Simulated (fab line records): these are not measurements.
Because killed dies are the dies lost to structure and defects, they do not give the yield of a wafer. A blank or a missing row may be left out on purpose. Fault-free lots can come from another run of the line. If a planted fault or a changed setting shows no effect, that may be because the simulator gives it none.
Which tool is to blame? || flow ritCmos || 7 lots with 21 wafers sampled at 2 steps, on a route of 202 steps

WHAT EACH GAUGE READ, for each wafer
RIT_PRETRO_TW_MEAS_10.
{"lot": "L429", "measured": "day 3 10:19", "on": "filmMetro-02", "PRETRO_TW": "481 481 480"}
{"lot": "L432", "measured": "day 4 01:31", "on": "filmMetro-04", "PRETRO_TW": "466 464 465"}
{"lot": "L434", "measured": "day 4 15:56", "on": "filmMetro-02", "PRETRO_TW": "478 482 481"}
{"lot": "L439", "measured": "day 5 11:43", "on": "filmMetro-01", "PRETRO_TW": "397 394 398"}
{"lot": "L442", "measured": "day 6 05:45", "on": "filmMetro-02", "PRETRO_TW": "478 480 479"}
{"lot": "L444", "measured": "day 6 12:41", "on": "filmMetro-02", "PRETRO_TW": "480 480 482"}
{"lot": "L446", "measured": "day 6 23:41", "on": "filmMetro-04", "PRETRO_TW": "469 470 469"}

EACH LOT AND THE TOOL THAT RAN IT (in order: tool; ch and the chambers of the sampled wafers; start)
{"lot": "L429", "RIT_PRETRO_IMPLANT_08": "implanter-01 ch 0, day 3 09:59"}
{"lot": "L432", "RIT_PRETRO_IMPLANT_08": "implanter-04 ch 0, day 4 01:12"}
{"lot": "L434", "RIT_PRETRO_IMPLANT_08": "implanter-03 ch 0, day 4 15:37"}
{"lot": "L439", "RIT_PRETRO_IMPLANT_08": "implanter-03 ch 0, day 5 11:23"}
{"lot": "L442", "RIT_PRETRO_IMPLANT_08": "implanter-01 ch 0, day 6 05:26"}
{"lot": "L444", "RIT_PRETRO_IMPLANT_08": "implanter-04 ch 0, day 6 12:21"}
{"lot": "L446", "RIT_PRETRO_IMPLANT_08": "implanter-01 ch 0, day 6 23:22"}
- RIT_PRETRO_IMPLANT_08

THE ANSWER, worked out from the rows above alone
Rule: the usual values come from the lots themselves. Put in order of their means at a reading, lots are off if they are a third of the lots or fewer, leave a main group of 4 or more, and stand apart from it by a gap of 3 or more times the standard deviation of the main group's means; of several such gaps the widest counts. A main group is skipped when, at the precision printed for the reading in the tables above, its means are all equal. A lot without any number at a reading at which 4 lots or more have one is off too. The other lots that the step has rows for count as sound.
Off: at RIT_PRETRO_TW_MEAS_10 (PRETRO_TW), L439. The main group has a mean of 476 with a standard deviation of 6.3.
If a tool, at a process step before that reading, ran all the lots that are off and no sound lot after the first of them, it fits. The gauges at RIT_PRETRO_TW_MEAS_10 are tried like those tools. This does not decide it: 2 tools fit, namely implanter-03 at RIT_PRETRO_IMPLANT_08 and filmMetro-01 at RIT_PRETRO_TW_MEAS_10.

WHAT THE SIMULATOR HAD INSERTED
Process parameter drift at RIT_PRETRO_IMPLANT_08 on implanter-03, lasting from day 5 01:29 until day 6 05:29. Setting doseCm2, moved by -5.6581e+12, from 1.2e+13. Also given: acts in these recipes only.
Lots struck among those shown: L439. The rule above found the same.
